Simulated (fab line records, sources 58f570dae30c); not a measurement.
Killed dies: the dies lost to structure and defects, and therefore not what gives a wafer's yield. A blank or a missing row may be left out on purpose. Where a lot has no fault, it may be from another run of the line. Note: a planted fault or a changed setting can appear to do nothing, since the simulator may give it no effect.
Which tool is to blame? -- flow berkeleyCmos170 -- 15 lots, 45 wafers sampled, at 6 steps of a route of 331

WHAT THE GAUGES SHOWED, per wafer
UCB170_START_BOW_MEAS_00.
lot,measured,on,INCOMING_BOW (um)
L739,day 1 10:00,filmMetro-02,-4 3 -8
L740,day 1 15:00,filmMetro-03,-2 13 6
L741,day 1 20:02,filmMetro-01,-10 -8 12
L742,day 2 01:00,filmMetro-01,4 -14 -8
L743,day 2 06:01,filmMetro-02,18 -9 0
L744,day 2 11:00,filmMetro-02,-1 6 -1
L745,day 2 16:04,filmMetro-01,4 2 -6
L746,day 2 21:00,filmMetro-02,6 0 -7
L747,day 3 02:00,filmMetro-02,9 -7 1
L748,day 3 07:02,filmMetro-01,1 -5 -1
L750,day 3 17:02,filmMetro-01,3 1 4
L757,day 5 04:00,filmMetro-02,-13 2 2
L758,day 5 09:00,filmMetro-03,0 -5 7
L761,day 6 00:01,filmMetro-03,-8 -20 -9
L762,day 6 05:00,filmMetro-02,-1 -1 6

UCB170_PWELL_THK_MEAS_03.
lot,measured,on,PWELL_OXIDE_THK (nm)
L739,day 3 01:31,filmMetro-04,26.4 26.8 26.8
L740,day 2 19:49,filmMetro-04,26.4 26.3 26.3
L741,day 3 12:34,filmMetro-02,27.7 27.2 27.4
L742,day 3 12:33,filmMetro-01,27.5 27.9 27.5
L743,day 4 01:29,filmMetro-02,27.1 27.3 26.9
L744,day 4 01:28,filmMetro-04,27.2 27.1 27.3
L745,day 4 01:30,filmMetro-01,26.8 26.8 27.1
L746,day 4 08:07,filmMetro-04,26.2 26.1 25.9
L747,day 4 15:43,filmMetro-04,26.5 26.3 25.9
L748,day 4 22:02,filmMetro-01,26.2 26.0 26.2
L750,day 5 08:59,filmMetro-01,26.4 26.5 26.3
L757,day 7 03:25,filmMetro-02,25.9 26.2 25.6
L758,day 7 03:25,filmMetro-01,26.1 25.8 26.0
L761,day 7 19:41,filmMetro-04,26.7 26.6 26.4
L762,day 7 19:40,filmMetro-02,26.3 26.4 26.3

UCB170_PWELL_THK_MEAS_06.
lot,measured,on,PWELL_NITRIDE_THK (nm)
L739,day 3 08:31,filmMetro-01,207.4 209.6 206.3
L740,day 3 06:44,filmMetro-02,209.3 211.5 209.4
L741,day 3 18:29,filmMetro-02,208.1 207.3 208.1
L742,day 3 18:28,filmMetro-01,209.0 210.2 208.7
L743,day 4 10:08,filmMetro-01,210.4 209.3 208.5
L744,day 4 10:08,filmMetro-02,215.1 212.0 214.9
L745,day 4 10:10,filmMetro-04,212.5 212.8 213.1
L746,day 4 16:44,filmMetro-04,212.9 215.0 214.4
L747,day 4 22:43,filmMetro-04,211.9 211.3 213.4
L748,day 5 05:22,filmMetro-04,212.0 213.7 212.7
L750,day 5 16:50,filmMetro-04,184.0 184.4 184.5
L757,day 7 10:40,filmMetro-01,184.6 183.9 185.8
L758,day 7 10:40,filmMetro-04,186.1 187.1 184.9
L761,day 8 07:04,filmMetro-04,211.0 209.9 209.1
L762,day 8 07:03,filmMetro-01,211.4 213.2 213.0

UCB170_ACTIVE_OVL_MEAS_14.
lot,measured,on,ACTIVE_OVL (nm)
L739,day 5 00:51,overlay-01,-6 0 -4
L740,day 4 20:43,overlay-02,1 2 -1
L741,day 5 11:05,overlay-01,5 1 4
L742,day 5 10:57,overlay-02,6 -1 9
L743,day 5 20:44,overlay-02,-11 0 -2
L744,day 5 20:36,overlay-01,6 7 8
L745,day 5 20:59,overlay-01,7 2 2
L746,day 6 06:54,overlay-02,-1 -5 2
L747,day 6 18:25,overlay-02,-3 -3 -12
L748,day 6 18:40,overlay-01,1 -13 -12
L750,day 7 05:25,overlay-01,-1 -2 4
L757,day 9 03:11,overlay-01,-5 -6 -11
L758,day 9 03:44,overlay-01,8 9 5
L761,day 9 22:13,overlay-02,-15 -3 -9
L762,day 9 22:05,overlay-01,-8 2 -3

WHAT TOOL EACH LOT RAN ON (gives the tool, then ch and the chambers of the sampled wafers, and finally the start)
lot,UCB170_PWELL_CVD_05,UCB170_PWELL_ETCH_14
L739,"lpcvd-02 ch 0, day 3 06:36","rieDiel-02 ch 1,2,3, day 3 09:53"
L740,"lpcvd-01 ch 0, day 3 04:49","rieDiel-04 ch 1,3, day 3 08:58"
L741,"lpcvd-02 ch 0, day 3 16:33","rieDiel-02 ch 0,2,3, day 3 20:21"
L742,"lpcvd-02 ch 1, day 3 16:33","rieDiel-03 ch 1,3, day 3 20:07"
L743,"lpcvd-02 ch 0, day 4 08:13","rieDiel-02 ch 1,2, day 4 11:27"
L744,"lpcvd-02 ch 0, day 4 08:13","rieDiel-03 ch 1,2, day 4 11:10"
L745,"lpcvd-02 ch 0, day 4 08:13","rieDiel-03 ch 1,2,3, day 4 11:38"
L746,"lpcvd-01 ch 0, day 4 14:49","rieDiel-03 ch 0,2, day 4 17:56"
L747,"lpcvd-01 ch 0, day 4 20:49","rieDiel-03 ch 1,2,3, day 4 23:47"
L748,"lpcvd-02 ch 0, day 5 03:26","rieDiel-02 ch 0,1, day 5 06:35"
L750,"lpcvd-02 ch 1, day 5 14:55","rieDiel-04 ch 1,2, day 5 18:31"
L757,"lpcvd-02 ch 0, day 7 08:45","rieDiel-02 ch 0,2,3, day 7 11:50"
L758,"lpcvd-02 ch 0, day 7 08:45","rieDiel-04 ch 0,1,3, day 7 11:36"
L761,"lpcvd-01 ch 1, day 8 05:08","rieDiel-03 ch 0,2, day 8 07:59"
L762,"lpcvd-01 ch 0, day 8 05:08","rieDiel-04 ch 0,2, day 8 08:06"
- UCB170_PWELL_CVD_05: deposits Si3N4 from SiH2Cl2/NH3, target thk 220 nm, time 3168 s.
- UCB170_PWELL_ETCH_14: etches Si3N4 in CH3F/Ar/O2, stops on SiO2, target depth 242 nm, time 151 s.

WHAT THE TOOLS THEMSELVES READ (means of the sampled wafers that have a number; where no wafer has one, the mark that the record gives instead)
UCB170_PWELL_CVD_05.
lot,tool,pressureMtorr (mTorr),spikeTcLoadC (C),susceptorTempC (C)
L739,lpcvd-02,199.7,825,800.3
L740,lpcvd-01,200.0,821,799.9
L741,lpcvd-02,199.8,825,799.6
L742,lpcvd-02,200.0,820,799.9
L743,lpcvd-02,200.0,825,800.3
L744,lpcvd-02,199.8,824,800.0
L745,lpcvd-02,199.5,824,799.9
L746,lpcvd-01,200.4,819,800.3
L747,lpcvd-01,200.3,821,799.9
L748,lpcvd-02,199.7,824,800.1
L750,lpcvd-02,200.2,820,799.9
L757,lpcvd-02,200.3,825,799.9
L758,lpcvd-02,199.9,826,799.8
L761,lpcvd-01,200.0,830,800.1
L762,lpcvd-01,200.0,820,799.8

UCB170_PWELL_ETCH_14.
lot,tool,drypumpMotorCurrentA (A),oesProductAu (a.u.),throttleValvePct (%)
L739,rieDiel-02,6.2,0.914,7.95
L740,rieDiel-04,5.7,0.911,8.23
L741,rieDiel-02,6.2,0.906,7.96
L742,rieDiel-03,5.8,0.902,7.96
L743,rieDiel-02,6.0,0.919,7.82
L744,rieDiel-03,6.0,0.906,7.97
L745,rieDiel-03,5.9,0.918,7.99
L746,rieDiel-03,5.9,0.907,8.05
L747,rieDiel-03,5.9,0.909,7.99
L748,rieDiel-02,6.3,0.933,7.96
L750,rieDiel-04,6.3,0.843,8.13
L757,rieDiel-02,6.2,0.854,7.96
L758,rieDiel-04,5.4,0.845,8.17
L761,rieDiel-03,5.5,0.896,8.07
L762,rieDiel-04,5.5,0.919,8.06

THE ANSWER, worked out from the rows above alone
Rule: the usual values come from the lots themselves. Put in order of their means at a reading, lots are off if they are a third of the lots or fewer, leave a main group of 4 or more, and stand apart from it by a gap of 3 or more times the standard deviation of the main group's means; of several such gaps the widest counts. Not used: any main group whose means are identical at the precision the tables above print for the reading. Also off: a lot with no number at a reading for which 4 or more lots have one. Any other lot the step has rows for is counted as sound. Order of review: gauges by route order, followed by the tools' own readings, for which a lot's mean as printed above is used. At the first step where some lot is off, the reading lying furthest off is the one used; lots without a number count as furthest.
Off: at UCB170_PWELL_THK_MEAS_06 (PWELL_NITRIDE_THK), L750, L757, L758. The main group has a mean of 211.1 nm with a standard deviation of 2.2.
If a tool, at a process step before that reading, ran all the lots that are off and no sound lot after the first of them, it fits. The gauges at UCB170_PWELL_THK_MEAS_06 aren't tried: what is off there is off at UCB170_PWELL_ETCH_14 too, on other tools, and a gauge's error can't cause that. One fits: lpcvd-02 at UCB170_PWELL_CVD_05. Its last sound lot is L748 (day 5 03:26), its first lot that is off L750 (day 5 14:55): a fault that began between those two fits.

WHAT THE SIMULATOR PUT IN
Site profile drift: lpcvd-02, from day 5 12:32 on, at UCB170_PWELL_CVD_05. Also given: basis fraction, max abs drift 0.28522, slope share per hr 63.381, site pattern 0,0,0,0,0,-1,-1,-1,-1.
Shown lots that were struck: L750, L757, L758. The rule above found the same.
